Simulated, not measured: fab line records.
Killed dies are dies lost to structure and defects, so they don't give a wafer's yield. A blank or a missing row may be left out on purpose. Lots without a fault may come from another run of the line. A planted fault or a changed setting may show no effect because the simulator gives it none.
What tool caused it? / flow berkeleyCmos170 / at 1 step of a route of 331, 11 lots with 33 wafers sampled

== WHAT EACH GAUGE READ, for each wafer ==
UCB170_ACTIVE_CD_MEAS_90: target cd 1200 nm.
lot=L905; measured=day 4 21:10; on=cdSem-01; cdNm (nm)=1199.2 1199.1 1201.3
lot=L906; measured=day 5 05:43; on=cdSem-01; cdNm (nm)=1199.2 1201.6 1201.3
lot=L907; measured=day 5 11:22; on=cdSem-02; cdNm (nm)=1202.8 1202.3 1201.9
lot=L908; measured=day 5 11:38; on=cdSem-02; cdNm (nm)=1197.9 1199.0 1198.4
lot=L910; measured=day 5 19:26; on=cdSem-01; cdNm (nm)=1200.8 1200.7 1199.6
lot=L913; measured=day 6 18:47; on=cdSem-02; cdNm (nm)=1201.2 1200.9 1199.6
lot=L914; measured=day 7 02:40; on=cdSem-01; cdNm (nm)=1200.9 1200.5 1201.8
lot=L920; measured=day 8 13:11; on=cdSem-02; cdNm (nm)=1200.8 1201.6 1201.0
lot=L921; measured=day 8 13:31; on=cdSem-02; cdNm (nm)=1197.8 1197.6 1196.9
lot=L922; measured=day 8 13:43; on=cdSem-01; cdNm (nm)=1199.5 1197.7 1199.2
lot=L925; measured=day 9 13:34; on=cdSem-02; cdNm (nm)=1199.6 1199.0 1198.6

== WHICH TOOL RAN EACH LOT (tool, then ch and the chambers of the sampled wafers, then the start) ==
No process step before these readings appears in the record.

== THE ANSWER, worked out from the rows above alone ==
Rule: what is usual is taken from the lots themselves. The widest of any qualifying gaps counts: lots, ordered by their means at a reading, are off when they make up no more than a third of the lots, leave a main group of 4 or more, and stand apart from it by 3 or more times the standard deviation of that group's means. If all means in a main group match to the digits the tables above print for the reading, that group is not used. A lot without any number at a reading at which 4 lots or more have one is off too. Where the step has rows for the other lots, those lots are counted as sound.
Nothing can be told from this: no lot is off at any reading shown.

== WHAT HAD BEEN PUT IN BY THE SIMULATOR ==
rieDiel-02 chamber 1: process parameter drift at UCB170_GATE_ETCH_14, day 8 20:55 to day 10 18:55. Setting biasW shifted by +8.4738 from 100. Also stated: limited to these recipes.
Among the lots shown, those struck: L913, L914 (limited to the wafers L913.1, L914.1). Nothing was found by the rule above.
